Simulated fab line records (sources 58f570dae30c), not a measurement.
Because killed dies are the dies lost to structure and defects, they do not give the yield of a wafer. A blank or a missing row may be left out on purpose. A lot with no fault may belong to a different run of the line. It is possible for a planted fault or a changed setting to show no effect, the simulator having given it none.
Which tool was responsible? + flow berkeley cmos170 + at 1 step of a route of 331, 14 lots with 42 wafers sampled

## WHAT EACH GAUGE READ, for each wafer
The record holds no reading of a measuring or inspecting step that can be judged against a usual standard deviation.

## WHAT TOOL EACH LOT RAN ON (gives the tool, then ch and the chambers of the sampled wafers, and finally the start)
| lot  | UCB170_SPACER_CVD_00            |
|------|---------------------------------|
| L266 | pecvd-02 ch 0,1,2, day 6 20:29  |
| L267 | pecvd-04 ch 1,2, day 6 21:08    |
| L269 | pecvd-02 ch 1,2, day 7 02:26    |
| L271 | pecvd-04 ch 0,1, day 7 15:23    |
| L272 | pecvd-01 ch 0,1, day 8 02:29    |
| L274 | pecvd-01 ch 1,2, day 8 08:51    |
| L275 | pecvd-02 ch 0,1, day 8 16:49    |
| L276 | pecvd-01 ch 0,2, day 8 17:05    |
| L277 | pecvd-02 ch 0,2, day 9 06:25    |
| L278 | pecvd-01 ch 0,1, day 9 06:59    |
| L281 | pecvd-02 ch 0,1,2, day 9 23:57  |
| L288 | pecvd-02 ch 0,1,2, day 11 01:32 |
| L287 | pecvd-01 ch 0,2, day 11 02:13   |
| L289 | pecvd-01 ch 0,1,2, day 11 07:31 |
- UCB170_SPACER_CVD_00: deposits SiO2 from TEOS/O2, target thk 376 nm, time 47 s.

## WHAT THE TOOLS THEMSELVES READ (means of the sampled wafers that have a number; where no wafer has one, the mark that the record gives instead)
UCB170_SPACER_CVD_00. Usual: heater power w 273 W, standard deviation 50; pressure mtorr 9000 mTorr, standard deviation 18.
| lot  | tool     | heater power w (W) | pressure mtorr (mTorr) | flag |
|------|----------|--------------------|------------------------|------|
| L266 | pecvd-02 | 245                | 9000                   |      |
| L267 | pecvd-04 | 291                | 8999                   |      |
| L269 | pecvd-02 | 202                | 9009                   |      |
| L271 | pecvd-04 | 282                | 9012                   |      |
| L272 | pecvd-01 | 287                | 9004                   |      |
| L274 | pecvd-01 | 299                | 8989                   |      |
| L275 | pecvd-02 | 202                | 8988                   |      |
| L276 | pecvd-01 | 317                | 8988                   |      |
| L277 | pecvd-02 | -                  | -                      | OFF  |
| L278 | pecvd-01 | -                  | -                      | OFF  |
| L281 | pecvd-02 | 258                | 9010                   |      |
| L288 | pecvd-02 | 240                | 9003                   |      |
| L287 | pecvd-01 | 289                | 9010                   |      |
| L289 | pecvd-01 | 326                | 9000                   |      |

## THE ANSWER, worked out from the rows above alone
Rule: a lot is off if the mean of its wafers that have a number lies more than 3 standard deviations from the usual mean. A lot without any number at a reading at which 4 lots or more have one is off too. The other lots that the step has rows for count as sound. The gauges are gone through in route order, then the tools' own readings, and for those a lot's mean is taken as printed above. The first step at which some lot is off is used, and at that step the reading that is off furthest; a lot without a number counts as furthest.
Off at UCB170_SPACER_CVD_00 (heater power w): L277, L278. Without a number there: L277, L278.
A tool fits if, at that step or a process step before it, it ran every lot that is off, and no sound lot after the first of them. None of those tried fits.

## WHAT THE SIMULATOR HAD INSERTED
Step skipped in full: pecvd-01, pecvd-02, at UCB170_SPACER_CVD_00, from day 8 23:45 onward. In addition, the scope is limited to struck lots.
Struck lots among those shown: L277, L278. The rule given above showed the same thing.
